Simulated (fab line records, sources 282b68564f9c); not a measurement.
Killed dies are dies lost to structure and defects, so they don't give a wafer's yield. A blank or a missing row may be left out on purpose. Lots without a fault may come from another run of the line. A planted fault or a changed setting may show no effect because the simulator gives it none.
Split-lot experiment | flow rit_cmos | 5 lots, 23 wafers read, on a route of 202 steps

THE SPLIT
At RIT_SILICIDE_SPUTTER_01 (material Ti, target thk 30 nm, time 240 s), the setting chamber_pressure_pa was moved away from the recipe's 0.667 Pa on 10 of the 23 wafers read, by -9.0% to -9.0%. The other wafers ran this setting at the recipe's value.

The file shows no step between the split and the reading.

THE READING
SILICIDE_TI_RS, in ohm/sq, at RIT_SILICIDE_RS_MEAS_02 (measures by four-point-probe). Fault-free wafers of this fab line usually give 48.0 ohm/sq, standard deviation 0.79 ohm/sq.

wafer  | tool, chamber at the split | chamber_pressure_pa as run, Pa | against the recipe | SILICIDE_TI_RS, ohm/sq | against lot-mates on the recipe
L074.1 | pvd_sputter-04, -          | 0.667                          | recipe             | 47.9                   | -
L074.3 | pvd_sputter-04, -          | 0.667                          | recipe             | 49.0                   | -
L074.5 | pvd_sputter-04, -          | 0.667                          | recipe             | 48.3                   | -
L075.1 | pvd_sputter-01, -          | 0.667                          | recipe             | 48.6                   | -
L075.2 | pvd_sputter-01, -          | 0.667                          | recipe             | 49.2                   | -
L075.3 | pvd_sputter-01, -          | 0.667                          | recipe             | 49.0                   | -
L075.4 | pvd_sputter-01, -          | 0.667                          | recipe             | 49.1                   | -
L075.6 | pvd_sputter-01, -          | 0.667                          | recipe             | 49.3                   | -
L080.1 | pvd_sputter-04, -          | 0.6069                         | -9.0%              | 39.3                   | no lot-mate on the recipe
L080.2 | pvd_sputter-04, -          | 0.6069                         | -9.0%              | 38.8                   | no lot-mate on the recipe
L080.3 | pvd_sputter-04, -          | 0.6069                         | -9.0%              | 39.1                   | no lot-mate on the recipe
L080.4 | pvd_sputter-04, -          | 0.6069                         | -9.0%              | 39.0                   | no lot-mate on the recipe
L080.5 | pvd_sputter-04, -          | 0.6069                         | -9.0%              | 39.1                   | no lot-mate on the recipe
L082.1 | pvd_sputter-03, -          | 0.6067                         | -9.0%              | 38.9                   | no lot-mate on the recipe
L082.2 | pvd_sputter-03, -          | 0.6067                         | -9.0%              | 39.6                   | no lot-mate on the recipe
L082.3 | pvd_sputter-03, -          | 0.6067                         | -9.0%              | 39.3                   | no lot-mate on the recipe
L082.4 | pvd_sputter-03, -          | 0.6067                         | -9.0%              | 39.7                   | no lot-mate on the recipe
L082.5 | pvd_sputter-03, -          | 0.6067                         | -9.0%              | 39.5                   | no lot-mate on the recipe
L085.2 | pvd_sputter-01, -          | 0.667                          | recipe             | 48.9                   | -
L085.3 | pvd_sputter-01, -          | 0.667                          | recipe             | 48.0                   | -
L085.4 | pvd_sputter-01, -          | 0.667                          | recipe             | 48.2                   | -
L085.5 | pvd_sputter-01, -          | 0.667                          | recipe             | 49.0                   | -
L085.6 | pvd_sputter-01, -          | 0.667                          | recipe             | 49.0                   | -

THE FIT
A straight line over all 23 wafers: SILICIDE_TI_RS changes by +1.05 ohm/sq for each +1% of chamber_pressure_pa; r = +1.00; the points scatter about the line by 0.41 ohm/sq.
Too few moved wafers have a lot-mate on the recipe to fit a line with each lot's own level taken away.

THE WHOLE CHAIN: every reading that the file lists as answering this split, in the file's order
step                    | what it does                              | reading                                                                           | change (the file's fit)               | r (the file's)
RIT_SILICIDE_SPUTTER_01 | material Ti, target thk 30 nm, time 240 s | Ti_of_SILICIDE_SPUTTER_01.thk_nm (the simulator's own value, which no gauge read) | -0.139 nm for each +1% of the setting | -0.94
RIT_SILICIDE_RS_MEAS_02 | measures by four-point-probe              | SILICIDE_TI_RS                                                                    | +1.05 for each +1% of the setting     | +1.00

THE FILE'S OWN FIT
SILICIDE_TI_RS changes by +1.05 ohm/sq for each +1% of chamber_pressure_pa, r = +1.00.
